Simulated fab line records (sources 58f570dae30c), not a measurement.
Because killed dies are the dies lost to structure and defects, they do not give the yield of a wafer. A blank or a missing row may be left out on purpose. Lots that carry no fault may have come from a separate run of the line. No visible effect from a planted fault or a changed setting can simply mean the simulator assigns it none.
Comparing a struck lot with a sound one -- flow berkeley-cmos170 -- 13 steps out of a route of 331
Sound: wafers L823.2, L823.4, L823.5. The struck wafers were L809.1, L809.3, L809.5. The cause comes at the end.
Per side, at each step with rows, come the tool, then ch with its chambers, and then its first start. Under that, the readings that differ: sound wafers -- struck wafers -- difference of the means -- sigmas: that difference in standard deviations of wafers without a fault.
alike: a reading whose means differ by less than 2 such deviations, as well as words and numbers matching on both sides. not compared: withheld readings; readings where some wafer has no value; bounds like >300 that might hide an equal value; numbers whose values overlap and for which the record gives no deviation.
Wherever a step has rows on one side only, a row that says differs or no value, or a row with sigmas, the two part there. Non-overlapping numbers with no deviation appear without sigmas and do not part them. Lack of a reading on every wafer of one side parts them only where that side has two or more wafers.

UCB170_PWELL_OVL_MEAS_13:
  sound on overlay-01 at day 7 04:23; struck on overlay-01 at day 4 02:44
  alike: PWELL_OVL
UCB170_PWELL_ETCH_14: etches Si3N4 in CH3F/Ar/O2, stops on SiO2, target depth 242 nm, time 151 s.
  sound on rie-diel-02 ch 0,1,3, day 7 04:25; struck on rie-diel-01 ch 1,2,3, day 4 02:46
  alike: CH3F_flow_sccm, O2_flow_sccm, drypump-motor-current-A, oes-product-au, throttle-valve-pct
  not compared: rf-hours-counter-h
next, for these wafers, 1 step has no rows: UCB170_PWELL_IMPLANT_15.
UCB170_PWELL_STRIP_16: strips in O2.
  sound on plasma-asher-02 ch 0, day 7 04:40; struck on plasma-asher-04 ch 0,1, day 4 03:01
reading,sound,struck,difference,sigmas
oes-product-au (a.u.),0.719 0.716 0.718,0.731 0.727 0.723,+0.009,+2
  alike: drypump-motor-current-A, strip-time-to-endpoint-s
  not compared: rf-hours-counter-h
UCB170_PWELL_TW_MEAS_17:
  sound on film-metro-01 at day 7 04:47; struck on film-metro-04 at day 4 03:07
  alike: PWELL_TW
then, 5 steps without rows for these wafers: UCB170_PWELL_CLEAN_18 (cleans in SPM, time 600 s); UCB170_PWELL_WET_ETCH_19 (etches Si3N4 in H3PO4, time 14400 s); UCB170_PWELL_WET_ETCH_20 (etches SiO2 in BOE, time 22 s); UCB170_WELLDRIVE_CLEAN_00 (cleans in SPM, time 600 s); UCB170_WELLDRIVE_OXIDATION_01 (target thk 199 nm, ox time 9000 s).
UCB170_WELLDRIVE_THK_MEAS_02:
  sound on film-metro-02 at day 7 21:24; struck on film-metro-01 at day 4 12:58
reading,sound,struck,difference,sigmas
WELLDRIVE_OXIDE_THK (nm),206 205 206,195 194 195,-11,-3
then, 1 step without rows for these wafers: UCB170_WELLDRIVE_ANNEAL_03 (time 900 s).
UCB170_WELLDRIVE_WET_ETCH_04: etches SiO2 in BOE, time 120 s.
  sound on wet-bench-01 ch 3, day 8 01:31; struck on wet-bench-04 ch 2, day 4 16:32
  no value came back on the struck wafers for bath-heat-duty-pct (%), run-length-s (s); on the sound wafers bath-heat-duty-pct (%) reads 7.8 7.7 8.2
reading,sound,struck,difference,sigmas
model.SiO2_of_WELLDRIVE_OXIDATION_01.thk-nm (nm),0 0 0,194.5 194.3 194.4,+194.4,

WHERE THEY PART
Earliest at UCB170_PWELL_STRIP_16; latest, in this record, at UCB170_WELLDRIVE_WET_ETCH_04.

WHY: what had been put in by the simulator
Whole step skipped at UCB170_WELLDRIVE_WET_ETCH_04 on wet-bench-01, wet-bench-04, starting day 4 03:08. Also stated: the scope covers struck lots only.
